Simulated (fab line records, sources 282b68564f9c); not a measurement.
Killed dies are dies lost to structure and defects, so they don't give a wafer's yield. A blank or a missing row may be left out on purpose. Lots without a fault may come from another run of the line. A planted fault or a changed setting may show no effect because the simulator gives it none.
A struck lot beside a sound one | flow rit_cmos | 15 steps out of a route of 202
Sound: wafers L242.1, L242.3, L242.5. Struck: wafers L256.3, L256.4, L256.6. The cause comes at the end.
At each step with rows: each side's tool, then ch and its chambers, then its first start. Under that, the readings that differ: sound wafers | struck wafers | difference of the means | sigmas: that difference in standard deviations of wafers without a fault.
alike: readings whose means differ by less than 2 such deviations, and words and numbers that are the same on both sides. not compared: withheld readings, readings that some wafer has no value for, bounds like >300 that may hide the same value, and numbers for which the record gives no deviation and whose values overlap.
The two part at a step that has a row with sigmas, a row that says differs or no value, or rows on one side only. Numbers that don't overlap but have no deviation are shown without sigmas and don't part them. A reading that every wafer of one side lacks parts them only if that side has two wafers or more.

RIT_SPACER_ETCHBACK_05: etches Si3N4 in SF6/CHF3, stops on SiO2, target depth 250 nm, time 240 s.
  sound on rie_diel-02 ch 1,2,3, day 4 04:05; struck on rie_diel-01 ch 0,2,3, day 7 00:55
  alike: SF6_flow_sccm, chamber_pressure_mTorr, drypump_motor_current_A, oes_product_au, rf_fwd_power_W, throttle_valve_pct
  not compared: rf_hours_counter_h
then, 6 steps without rows for these wafers: RIT_NSD_HMDS_00 (prime time 60 s); RIT_NSD_COAT_01 (resist thk 1000 nm); RIT_NSD_SOFTBAKE_02 (time 60 s); RIT_NSD_EXPOSE_03 (exposes mask M9, target cd 40700 nm); RIT_NSD_PEB_04; RIT_NSD_DEVELOP_05 (develop time 50 s).
RIT_NSD_OVL_MEAS_06:
  sound on overlay-02, day 4 05:13; struck on overlay-01, day 7 01:55
  reading      | sound          | struck      | difference | sigmas
  NSD_OVL (nm) | -2.2 -1.2 -1.0 | 0.3 3.0 1.6 | +3.1       | +2
then, 2 steps without rows for these wafers: RIT_NSD_HARDBAKE_07 (time 60 s); RIT_NSD_IMPLANT_08.
RIT_NSD_STRIP_09: strips in O2, time 180 s.
  sound on plasma_asher-02 ch 0,1, day 4 05:32; struck on plasma_asher-02 ch 0,1, day 7 02:19
  alike: chamber_pressure_mTorr, drypump_motor_current_A
  not compared: rf_hours_counter_h
RIT_NSD_TW_MEAS_10:
  sound on film_metro-02, day 4 05:43; struck on film_metro-02, day 7 02:26
  alike: NSD_TW
RIT_PSD_HMDS_00: prime time 60 s.
  sound on litho_track-04 ch 0, day 4 05:47; struck on litho_track-04 ch 0, day 7 02:32
  reading          | sound                | struck               | difference | sigmas
  prime_temp_c (C) | 140.12 140.20 140.12 | 143.15 143.28 143.07 | +3.02      | +23
  alike: resist_line_temp_C
then, 1 step without rows for these wafers: RIT_PSD_COAT_01 (resist thk 1000 nm).
RIT_M1_PROBE_99:
  sound on prober-02, day 4 16:40; struck on prober-01, day 7 12:20
  alike: killed_at_contacts, killed_at_front_end, killed_dies, killed_open, killed_short

WHERE THEY PART
First at RIT_NSD_OVL_MEAS_06; last, within this record, at RIT_PSD_HMDS_00. Later steps at which nothing parts them and some readings are alike: RIT_M1_PROBE_99.

WHY: what the simulator had put in
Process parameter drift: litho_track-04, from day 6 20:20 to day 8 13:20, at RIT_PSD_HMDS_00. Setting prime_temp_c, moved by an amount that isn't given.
